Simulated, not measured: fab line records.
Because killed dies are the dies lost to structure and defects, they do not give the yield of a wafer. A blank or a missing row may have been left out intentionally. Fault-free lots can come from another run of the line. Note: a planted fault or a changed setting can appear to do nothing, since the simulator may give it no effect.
Comparing a struck lot with a sound one :: flow ritCmos :: 17 out of 202 route steps
Sound: the wafers L579.3, L579.4, L579.6. Struck: wafers L580.2, L580.4, L580.5. At the end, the cause is stated.
Order at every step that has rows: each side's tool, ch and its chambers, its first start. Under that, the readings that differ: sound wafers :: struck wafers :: difference of the means :: sigmas: that difference in standard deviations of wafers without a fault.
alike: a reading whose means differ by less than 2 such deviations, as well as words and numbers matching on both sides. not compared: withheld readings; readings where some wafer has no value; bounds like >300 that might hide an equal value; numbers whose values overlap and for which the record gives no deviation.
Wherever a step has rows on one side only, a row that says differs or no value, or a row with sigmas, the two part there. Numbers that don't overlap but have no deviation are shown without sigmas and don't part them. Lack of a reading on every wafer of one side parts them only where that side has two or more wafers.

first, 1 step without rows for these wafers: RIT_PSD_IMPLANT_08.
RIT_PSD_STRIP_09: strips in O2, time 180 s.
  sound on plasmaAsher-03 ch 0,1, day 5 08:17; struck on plasmaAsher-02 ch 0,1, day 5 11:02
  alike: chamberPressureMTorr, drypumpMotorCurrentA
  not compared: rfHoursCounterH
RIT_PSD_TW_MEAS_10:
  sound on filmMetro-01, day 5 08:26; struck on filmMetro-04, day 5 11:13
  alike: PSD_TW
then, 3 steps without rows for these wafers: RIT_SDANNEAL_CLEAN_00 (cleans in SC1, time 600 s); RIT_SDANNEAL_CLEAN_01 (cleans in dHF, time 30 s); RIT_SDANNEAL_CLEAN_02 (cleans in SC2, time 600 s).
RIT_SDANNEAL_RTA_03: time 5 s.
  sound on rtpAnneal-01 ch 0, day 5 08:52; struck on rtpAnneal-02 ch 0, day 5 11:40
  alike: wafer_temp_C_max
RIT_SDANNEAL_RS_MEAS_04: the measuring method here is four-point-probe.
  sound on filmMetro-01, day 5 08:56; struck on filmMetro-01, day 5 11:44
  alike: PSD_RS
RIT_SDANNEAL_RS_MEAS_05: the measuring method here is four-point-probe.
  sound on filmMetro-01, day 5 09:04; struck on filmMetro-01, day 5 11:51
  alike: NSD_RS
RIT_SDANNEAL_RS_MEAS_06: the measuring method here is four-point-probe.
  sound on filmMetro-01, day 5 09:11; struck on filmMetro-01, day 5 11:58
  alike: PLDD_RS
RIT_SDANNEAL_RS_MEAS_07: the measuring method here is four-point-probe.
  sound on filmMetro-01, day 5 09:18; struck on filmMetro-01, day 5 12:05
  alike: NLDD_RS
then, 1 step without rows for these wafers: RIT_SILICIDE_WET_ETCH_00 (etches SiO2 in BOE, target depth 14 nm, time 15 s).
RIT_SILICIDE_SPUTTER_01: material Ti, target thk 30 nm, time 240 s.
  sound on pvdSputter-01, day 5 09:23; struck on pvdSputter-02, day 5 12:31
reading: throttleValvePct (%)
sound: 34.0 31.1 34.2
struck: 29.0 29.9 27.4
difference: -4.3
sigmas: -2
  alike: cathodeDcPowerW
RIT_SILICIDE_RS_MEAS_02: the measuring method here is four-point-probe.
  sound on filmMetro-04, day 5 09:35; struck on filmMetro-02, day 5 12:41
reading: SILICIDE_TI_RS (ohm/sq)
sound: 48.2 47.9 48.3
struck: 20.8 20.6 20.4
difference: -27.5
sigmas: -30
RIT_SILICIDE_THK_MEAS_03: measures by xrf.
  sound on filmMetro-04, day 5 09:41; struck on filmMetro-02, day 5 12:48
reading: SILICIDE_TI_THK (nm)
sound: 30.0 30.2 29.8
struck: 58.8 59.4 59.9
difference: +29.4
sigmas: +65
RIT_SILICIDE_RTA_04: time 10 s, ramp up 5 s, ramp down 5 s.
  sound on rtpAnneal-02 ch 0, day 5 09:44; struck on rtpAnneal-01 ch 0, day 5 12:52
reading: wafer_temp_C_max
sound: 652.6 652.9 651.9
struck: 651.6 651.0 651.6
difference: -1.1
sigmas: -2
RIT_M1_PROBE_99:
  sound on prober-01, day 5 16:23; struck on prober-02, day 5 19:20
  alike: killedAtFrontEnd, killedDies, killedOpen, killedShort

## WHERE THEY PART
At RIT_SILICIDE_SPUTTER_01 first; at RIT_SILICIDE_RTA_04 last (within this record only). Later steps at which nothing parts them and some readings are alike: RIT_M1_PROBE_99.

WHY: the cause the simulator had injected
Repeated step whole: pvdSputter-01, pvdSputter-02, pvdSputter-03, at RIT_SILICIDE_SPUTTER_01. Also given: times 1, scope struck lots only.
